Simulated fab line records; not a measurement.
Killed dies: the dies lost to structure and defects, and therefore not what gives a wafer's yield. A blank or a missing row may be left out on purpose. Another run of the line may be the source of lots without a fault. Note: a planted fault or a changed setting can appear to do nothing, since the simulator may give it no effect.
Struck lot and sound lot, side by side + flow rit cmos + 30 steps out of a route of 202
Sound: the wafers L464.1, L464.4, L464.6. Struck: wafers L475.3, L475.4, L475.5. The cause is given at the end.
At each step with rows: each side's tool, then ch and its chambers, then its first start. Under that, the readings that differ: sound wafers + struck wafers + difference of the means + sigmas: that difference in standard deviations of wafers without a fault.
alike: a reading whose means differ by less than 2 such deviations, as well as words and numbers matching on both sides. not compared: withheld readings; readings where some wafer has no value; bounds like >300 that might hide an equal value; numbers whose values overlap and for which the record gives no deviation.
Wherever a step has rows on one side only, a row that says differs or no value, or a row with sigmas, the two part there. Non-overlapping numbers with no deviation appear without sigmas and do not part them. Lack of a reading on every wafer of one side parts them only where that side has two or more wafers.

RIT_FOX2_THK_MEAS_01:
  sound on film metro-03, day 2 06:04; struck on film metro-04, day 4 12:32
  alike: FOX2_OXIDE_THK
then, 2 steps without rows for these wafers: RIT_FOX2_CLEAN_02 (cleans in dHF, time 180 s); RIT_FOX2_WET_ETCH_03 (etches Si3N4 in H3PO4, target depth 195 nm, time 2700 s).
RIT_FOX2_THK_MEAS_90:
  sound on film metro-04, day 2 07:01; struck on film metro-04, day 4 13:24
  alike: FIELD_OXIDE_LEFT_1_THK
then, 6 steps without rows for these wafers: RIT_NWELL_HMDS_00 (prime time 60 s); RIT_NWELL_COAT_01 (resist thk 1300 nm); RIT_NWELL_SOFTBAKE_02 (time 58.1 s); RIT_NWELL_EXPOSE_03 (exposes mask M2, target cd 43900 nm); RIT_NWELL_PEB_04; RIT_NWELL_DEVELOP_05 (develop time 68 s).
RIT_NWELL_OVL_MEAS_06:
  sound on overlay-02, day 2 07:58; struck on overlay-02, day 4 14:28
  alike: NWELL_OVL
then, 1 step without rows for these wafers: RIT_NWELL_HARDBAKE_07 (time 120 s).
RIT_NWELL_IMPLANT_08:
  sound on implanter-03 ch 0, day 2 08:15; struck on implanter-03 ch 0, day 4 14:47
| reading            | sound                         | struck                       | difference | sigmas      |
|--------------------|-------------------------------|------------------------------|------------|-------------|
| dose ions cm2      | 5.008e+13 5.007e+13 5.001e+13 | 3.169e+13 3.169e+13 3.17e+13 | -1.836e+13 | -99 or more |
| faraday current uA | 152 165 156                   | 100 100 101                  | -57        | -17         |
  alike: beam energy keV, beam on s
RIT_NWELL_STRIP_09: strips in O2, time 180 s.
  sound on plasma asher-02 ch 0,1, day 2 08:24; struck on plasma asher-02 ch 0,1, day 4 14:56
  alike: drypump motor current A
  not compared: rf hours counter h
RIT_NWELL_TW_MEAS_10:
  sound on film metro-03, day 2 08:34; struck on film metro-01, day 4 15:05
| reading  | sound          | struck         | difference | sigmas |
|----------|----------------|----------------|------------|--------|
| NWELL_TW | 2119 2129 2107 | 1865 1866 1865 | -253       | -15    |
then, 6 steps without rows for these wafers: RIT_PWELL_HMDS_00 (prime time 60 s); RIT_PWELL_COAT_01 (resist thk 1300 nm); RIT_PWELL_SOFTBAKE_02 (time 60 s); RIT_PWELL_EXPOSE_03 (exposes mask M3, target cd 43700 nm); RIT_PWELL_PEB_04; RIT_PWELL_DEVELOP_05 (develop time 68 s).
RIT_PWELL_OVL_MEAS_06:
  sound on overlay-01, day 2 09:38; struck on overlay-01, day 4 16:08
  alike: PWELL_OVL
then, 2 steps without rows for these wafers: RIT_PWELL_HARDBAKE_07 (time 120 s); RIT_PWELL_IMPLANT_08.
RIT_PWELL_STRIP_09: strips in O2, time 180 s.
  sound on plasma asher-02 ch 0,1, day 2 10:04; struck on plasma asher-03 ch 0,1, day 4 16:37
  alike: drypump motor current A
  not compared: rf hours counter h
RIT_PWELL_TW_MEAS_10:
  sound on film metro-04, day 2 10:15; struck on film metro-01, day 4 16:47
  alike: PWELL_TW
then, 1 step without rows for these wafers: RIT_WELLDRIVE_ANNEAL_00 (time 14700 s).
RIT_WELLDRIVE_RS_MEAS_01: uses a four-point probe to measure.
  sound on film metro-01, day 2 15:23; struck on film metro-01, day 4 21:58
| reading           | sound             | struck            | difference | sigmas      |
|-------------------|-------------------|-------------------|------------|-------------|
| NWELL_RS (ohm/sq) | 274.8 274.3 275.3 | 365.8 367.7 367.4 | +92.2      | +99 or more |
RIT_WELLDRIVE_RS_MEAS_02: uses a four-point probe to measure.
  sound on film metro-01, day 2 15:31; struck on film metro-01, day 4 22:05
  alike: PWELL_RS
RIT_M1_PROBE_99:
  sound on prober-01, day 4 01:40; struck on prober-01, day 6 03:46
| reading                                 | sound             | struck            | difference | sigmas |
|-----------------------------------------|-------------------|-------------------|------------|--------|
| killed_at_M0_to_M3                      | 0 1 0             | 0 0 0             | +0         | -3     |
| model.etest.pmos_0p3.r on ohm um        | 6437 6562 6432    | 5696 5771 5730    | -745       |        |
| model.etest.pmos turned.r on ohm um     | 3532 3657 3544    | 2979 3068 3006    | -560       |        |
| model.etest.pmos_0p15.r on ohm um       | 2844 2937 2836    | 2434 2533 2489    | -387       |        |
| model.etest.nwell pinched.rs ohm sq     | 338.8 342.4 338.4 | 454.7 457.5 447   | +113.2     |        |
| model.etest.well edge right.line ohm um | 182.7 181.8 181   | 253 252.6 254.7   | +72        |        |
| model.etest.well edge left.line ohm um  | 185.3 182.7 183.9 | 252.1 246.9 253.5 | +66.9      |        |
| model.etest.pmos_0p15.drive ua um       | 246.4 239.2 247.9 | 300.4 289.2 291.2 | +49.1      |        |
| model.etest.pmos turned.drive ua um     | 182.2 176.9 183.2 | 233.7 226.5 227.1 | +48.3      |        |
  alike: killed at front end, killed dies, killed open, killed short

WHERE THEY PART
Earliest at RIT_NWELL_IMPLANT_08; latest, in this record, at RIT_M1_PROBE_99.

WHY: what had been put in by the simulator
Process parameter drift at RIT_NWELL_IMPLANT_08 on implanter-03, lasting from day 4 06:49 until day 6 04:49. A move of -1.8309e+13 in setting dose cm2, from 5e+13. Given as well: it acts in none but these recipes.
